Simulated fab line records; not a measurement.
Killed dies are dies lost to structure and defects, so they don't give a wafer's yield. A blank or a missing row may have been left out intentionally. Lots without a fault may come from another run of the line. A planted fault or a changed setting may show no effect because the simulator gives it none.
Which tool did it? / flow rit_cmos / 39 wafers from 13 lots sampled at 7 of the route's 202 steps

## WHAT EACH GAUGE READ, for each wafer
RIT_NRETRO_OVL_MEAS_06.
lot=L444; measured=day 2 16:46; on=overlay-01; NRETRO_OVL (nm)=-2.7 -1.3 -1.9
lot=L446; measured=day 2 22:31; on=overlay-01; NRETRO_OVL (nm)=-0.8 -0.9 -1.1
lot=L447; measured=day 3 10:01; on=overlay-02; NRETRO_OVL (nm)=-1.1 -0.4 0.1
lot=L449; measured=day 3 12:47; on=overlay-01; NRETRO_OVL (nm)=-0.4 1.0 0.8
lot=L451; measured=day 3 23:05; on=overlay-01; NRETRO_OVL (nm)=- - -
lot=L452; measured=day 4 02:15; on=overlay-02; NRETRO_OVL (nm)=0.2 0.0 0.6
lot=L454; measured=day 4 13:43; on=overlay-02; NRETRO_OVL (nm)=-1.3 -2.6 -2.3
lot=L461; measured=day 6 00:41; on=overlay-02; NRETRO_OVL (nm)=0.3 -1.5 1.5
lot=L462; measured=day 6 08:47; on=overlay-02; NRETRO_OVL (nm)=-0.4 -2.2 -2.7
lot=L463; measured=day 6 14:31; on=overlay-02; NRETRO_OVL (nm)=-0.6 -2.1 -0.7
lot=L464; measured=day 6 23:44; on=overlay-01; NRETRO_OVL (nm)=-2.6 -1.7 -0.8
lot=L465; measured=day 7 04:47; on=overlay-02; NRETRO_OVL (nm)=0.9 -1.1 1.3
lot=L466; measured=day 7 09:16; on=overlay-02; NRETRO_OVL (nm)=0.4 -2.2 -0.5

RIT_NRETRO_TW_MEAS_10.
lot=L444; measured=day 2 17:23; on=film_metro-04; NRETRO_TW=1047 1048 1047
lot=L446; measured=day 2 23:08; on=film_metro-03; NRETRO_TW=1054 1051 1047
lot=L447; measured=day 3 10:37; on=film_metro-04; NRETRO_TW=1037 1043 1032
lot=L449; measured=day 3 13:25; on=film_metro-01; NRETRO_TW=1044 1050 1053
lot=L451; measured=day 3 23:43; on=film_metro-04; NRETRO_TW=30 30 30
lot=L452; measured=day 4 02:52; on=film_metro-03; NRETRO_TW=1072 1062 1067
lot=L454; measured=day 4 14:20; on=film_metro-01; NRETRO_TW=1047 1047 1045
lot=L461; measured=day 6 01:18; on=film_metro-03; NRETRO_TW=1059 1062 1060
lot=L462; measured=day 6 09:23; on=film_metro-03; NRETRO_TW=1059 1059 1061
lot=L463; measured=day 6 15:07; on=film_metro-01; NRETRO_TW=1041 1039 1039
lot=L464; measured=day 7 00:21; on=film_metro-01; NRETRO_TW=1046 1052 1048
lot=L465; measured=day 7 05:25; on=film_metro-01; NRETRO_TW=1050 1045 1050
lot=L466; measured=day 7 09:52; on=film_metro-04; NRETRO_TW=1042 1042 1043

RIT_PRETRO_TW_MEAS_10.
lot=L444; measured=day 2 19:04; on=film_metro-02; PRETRO_TW=477 475 475
lot=L446; measured=day 3 00:55; on=film_metro-03; PRETRO_TW=480 480 481
lot=L447; measured=day 3 12:34; on=film_metro-02; PRETRO_TW=473 477 475
lot=L449; measured=day 3 15:08; on=film_metro-03; PRETRO_TW=482 481 483
lot=L451; measured=day 4 01:23; on=film_metro-03; PRETRO_TW=1087 1086 1088
lot=L452; measured=day 4 04:32; on=film_metro-03; PRETRO_TW=480 479 480
lot=L454; measured=day 4 16:03; on=film_metro-03; PRETRO_TW=478 481 477
lot=L461; measured=day 6 02:58; on=film_metro-01; PRETRO_TW=470 476 470
lot=L462; measured=day 6 11:10; on=film_metro-03; PRETRO_TW=478 481 483
lot=L463; measured=day 6 16:48; on=film_metro-02; PRETRO_TW=476 479 479
lot=L464; measured=day 7 02:01; on=film_metro-01; PRETRO_TW=473 474 473
lot=L465; measured=day 7 06:58; on=film_metro-01; PRETRO_TW=475 475 477
lot=L466; measured=day 7 11:25; on=film_metro-01; PRETRO_TW=475 474 474

RIT_PSD_OVL_MEAS_06.
lot=L444; measured=day 3 13:28; on=overlay-02; PSD_OVL (nm)=1.4 2.0 0.0
lot=L446; measured=day 3 20:02; on=overlay-02; PSD_OVL (nm)=2.0 1.8 2.0
lot=L447; measured=day 4 09:53; on=overlay-02; PSD_OVL (nm)=1.2 2.9 0.7
lot=L449; measured=day 4 09:44; on=overlay-02; PSD_OVL (nm)=1.9 2.7 3.2
lot=L451; measured=day 4 19:34; on=overlay-02; PSD_OVL (nm)=1.0 1.8 1.3
lot=L452; measured=day 4 23:01; on=overlay-02; PSD_OVL (nm)=-0.4 0.7 0.4
lot=L454; measured=day 5 09:33; on=overlay-02; PSD_OVL (nm)=1.0 0.7 0.0
lot=L461; measured=day 7 03:58; on=overlay-01; PSD_OVL (nm)=3.7 3.4 4.1
lot=L462; measured=day 7 10:55; on=overlay-01; PSD_OVL (nm)=2.9 3.2 1.9
lot=L463; measured=day 7 14:34; on=overlay-01; PSD_OVL (nm)=1.5 0.1 0.8
lot=L464; measured=day 7 21:29; on=overlay-02; PSD_OVL (nm)=2.0 1.4 -0.3
lot=L465; measured=day 8 06:38; on=overlay-02; PSD_OVL (nm)=4.6 4.1 3.1
lot=L466; measured=day 8 08:32; on=overlay-01; PSD_OVL (nm)=1.7 3.8 2.4

RIT_M1_BOW_MEAS_16.
lot=L444; measured=day 3 22:04; on=film_metro-03; M1_BOW (um)=20 28 20
lot=L446; measured=day 4 05:07; on=film_metro-01; M1_BOW (um)=10 12 14
lot=L447; measured=day 4 20:01; on=film_metro-04; M1_BOW (um)=17 22 12
lot=L449; measured=day 4 18:32; on=film_metro-03; M1_BOW (um)=22 9 6
lot=L451; measured=day 5 03:57; on=film_metro-04; M1_BOW (um)=-4 17 21
lot=L452; measured=day 5 07:16; on=film_metro-01; M1_BOW (um)=12 4 7
lot=L454; measured=day 5 17:58; on=film_metro-01; M1_BOW (um)=18 21 14
lot=L461; measured=day 7 12:13; on=film_metro-04; M1_BOW (um)=14 12 11
lot=L462; measured=day 7 19:37; on=film_metro-04; M1_BOW (um)=11 12 13
lot=L463; measured=day 7 22:56; on=film_metro-03; M1_BOW (um)=10 24 21
lot=L464; measured=day 8 05:50; on=film_metro-03; M1_BOW (um)=19 29 18
lot=L465; measured=day 8 15:09; on=film_metro-04; M1_BOW (um)=5 13 14
lot=L466; measured=day 8 16:40; on=film_metro-04; M1_BOW (um)=12 8 22

## WHAT TOOL EACH LOT RAN ON (gives the tool, then ch and the chambers of the sampled wafers, and finally the start)
lot=L444; RIT_NRETRO_EXPOSE_03=iline_stepper-01 ch 0, day 2 16:22; RIT_SDANNEAL_RTA_03=rtp_anneal-01 ch 0, day 3 14:35
lot=L446; RIT_NRETRO_EXPOSE_03=iline_stepper-02 ch 0, day 2 22:07; RIT_SDANNEAL_RTA_03=rtp_anneal-01 ch 0, day 3 21:00
lot=L447; RIT_NRETRO_EXPOSE_03=iline_stepper-01 ch 0, day 3 09:35; RIT_SDANNEAL_RTA_03=rtp_anneal-02 ch 0, day 4 10:49
lot=L449; RIT_NRETRO_EXPOSE_03=iline_stepper-01 ch 0, day 3 12:23; RIT_SDANNEAL_RTA_03=rtp_anneal-02 ch 0, day 4 10:42
lot=L451; RIT_NRETRO_EXPOSE_03=iline_stepper-02 ch 0, day 3 22:40; RIT_SDANNEAL_RTA_03=rtp_anneal-02 ch 0, day 4 20:31
lot=L452; RIT_NRETRO_EXPOSE_03=iline_stepper-02 ch 0, day 4 01:40; RIT_SDANNEAL_RTA_03=rtp_anneal-01 ch 0, day 5 00:02
lot=L454; RIT_NRETRO_EXPOSE_03=iline_stepper-01 ch 0, day 4 13:18; RIT_SDANNEAL_RTA_03=rtp_anneal-01 ch 0, day 5 10:37
lot=L461; RIT_NRETRO_EXPOSE_03=iline_stepper-02 ch 0, day 6 00:16; RIT_SDANNEAL_RTA_03=rtp_anneal-02 ch 0, day 7 04:55
lot=L462; RIT_NRETRO_EXPOSE_03=iline_stepper-02 ch 0, day 6 08:21; RIT_SDANNEAL_RTA_03=rtp_anneal-01 ch 0, day 7 12:02
lot=L463; RIT_NRETRO_EXPOSE_03=iline_stepper-02 ch 0, day 6 14:05; RIT_SDANNEAL_RTA_03=rtp_anneal-02 ch 0, day 7 15:33
lot=L464; RIT_NRETRO_EXPOSE_03=iline_stepper-01 ch 0, day 6 23:19; RIT_SDANNEAL_RTA_03=rtp_anneal-01 ch 0, day 7 22:29
lot=L465; RIT_NRETRO_EXPOSE_03=iline_stepper-02 ch 0, day 7 04:24; RIT_SDANNEAL_RTA_03=rtp_anneal-02 ch 0, day 8 07:35
lot=L466; RIT_NRETRO_EXPOSE_03=iline_stepper-02 ch 0, day 7 08:50; RIT_SDANNEAL_RTA_03=rtp_anneal-01 ch 0, day 8 09:29
- RIT_NRETRO_EXPOSE_03: exposes mask M4, target cd 43900 nm.
- RIT_SDANNEAL_RTA_03: time 5 s.

## AS READ BY THE TOOLS THEMSELVES (means over the sampled wafers that have a number; for cases with no such wafer, the mark the record gives instead)
RIT_NRETRO_EXPOSE_03.
lot=L444; tool=iline_stepper-01; reticle_temp_C (C)=22.97
lot=L446; tool=iline_stepper-02; reticle_temp_C (C)=23.10
lot=L447; tool=iline_stepper-01; reticle_temp_C (C)=23.01
lot=L449; tool=iline_stepper-01; reticle_temp_C (C)=22.98
lot=L451; tool=iline_stepper-02; reticle_temp_C (C)=22.99
lot=L452; tool=iline_stepper-02; reticle_temp_C (C)=23.00
lot=L454; tool=iline_stepper-01; reticle_temp_C (C)=23.03
lot=L461; tool=iline_stepper-02; reticle_temp_C (C)=23.06
lot=L462; tool=iline_stepper-02; reticle_temp_C (C)=23.11
lot=L463; tool=iline_stepper-02; reticle_temp_C (C)=23.10
lot=L464; tool=iline_stepper-01; reticle_temp_C (C)=23.02
lot=L465; tool=iline_stepper-02; reticle_temp_C (C)=22.90
lot=L466; tool=iline_stepper-02; reticle_temp_C (C)=23.11

RIT_SDANNEAL_RTA_03.
lot=L444 tool=rtp_anneal-01 ramp_down_c_per_s=171.01 wafer_temp_C_max=1053.5
lot=L446 tool=rtp_anneal-01 ramp_down_c_per_s=170.99 wafer_temp_C_max=1053.8
lot=L447 tool=rtp_anneal-02 ramp_down_c_per_s=171.00 wafer_temp_C_max=1052.5
lot=L449 tool=rtp_anneal-02 ramp_down_c_per_s=171.01 wafer_temp_C_max=1052.7
lot=L451 tool=rtp_anneal-02 ramp_down_c_per_s=171.00 wafer_temp_C_max=1054.0
lot=L452 tool=rtp_anneal-01 ramp_down_c_per_s=171.00 wafer_temp_C_max=1052.7
lot=L454 tool=rtp_anneal-01 ramp_down_c_per_s=170.98 wafer_temp_C_max=1053.7
lot=L461 tool=rtp_anneal-02 ramp_down_c_per_s=170.98 wafer_temp_C_max=1053.2
lot=L462 tool=rtp_anneal-01 ramp_down_c_per_s=171.00 wafer_temp_C_max=1054.4
lot=L463 tool=rtp_anneal-02 ramp_down_c_per_s=171.02 wafer_temp_C_max=1054.2
lot=L464 tool=rtp_anneal-01 ramp_down_c_per_s=170.98 wafer_temp_C_max=1053.7
lot=L465 tool=rtp_anneal-02 ramp_down_c_per_s=171.04 wafer_temp_C_max=1052.8
lot=L466 tool=rtp_anneal-01 ramp_down_c_per_s=170.98 wafer_temp_C_max=1053.0

## THE ANSWER, worked out from the rows above alone
Rule: the usual values come from the lots themselves. The widest of any qualifying gaps counts: lots, ordered by their means at a reading, are off when they make up no more than a third of the lots, leave a main group of 4 or more, and stand apart from it by 3 or more times the standard deviation of that group's means. A main group whose means are all the same, to the digits that the tables above print for the reading, isn't used. A lot without any number at a reading at which 4 lots or more have one is off too. All remaining lots with rows at the step are treated as sound. Order of review: gauges by route order, followed by the tools' own readings, for which a lot's mean as printed above is used. The first step at which some lot is off is used, and at that step the reading that is off furthest; a lot without a number counts as furthest.
Off: L451, seen at RIT_NRETRO_OVL_MEAS_06 (NRETRO_OVL). Without a number there: L451. The main group: mean -0.8 nm, standard deviation 0.91.
A tool fits if, at a process step before that reading, it ran every lot that is off, and no sound lot after the first of them. The gauges at RIT_NRETRO_OVL_MEAS_06 aren't tried: what is off there is off at RIT_NRETRO_TW_MEAS_10 too, on other tools, and a gauge's error can't cause that. No candidate that was tried fits.

## WHAT THE SIMULATOR HAD PUT IN
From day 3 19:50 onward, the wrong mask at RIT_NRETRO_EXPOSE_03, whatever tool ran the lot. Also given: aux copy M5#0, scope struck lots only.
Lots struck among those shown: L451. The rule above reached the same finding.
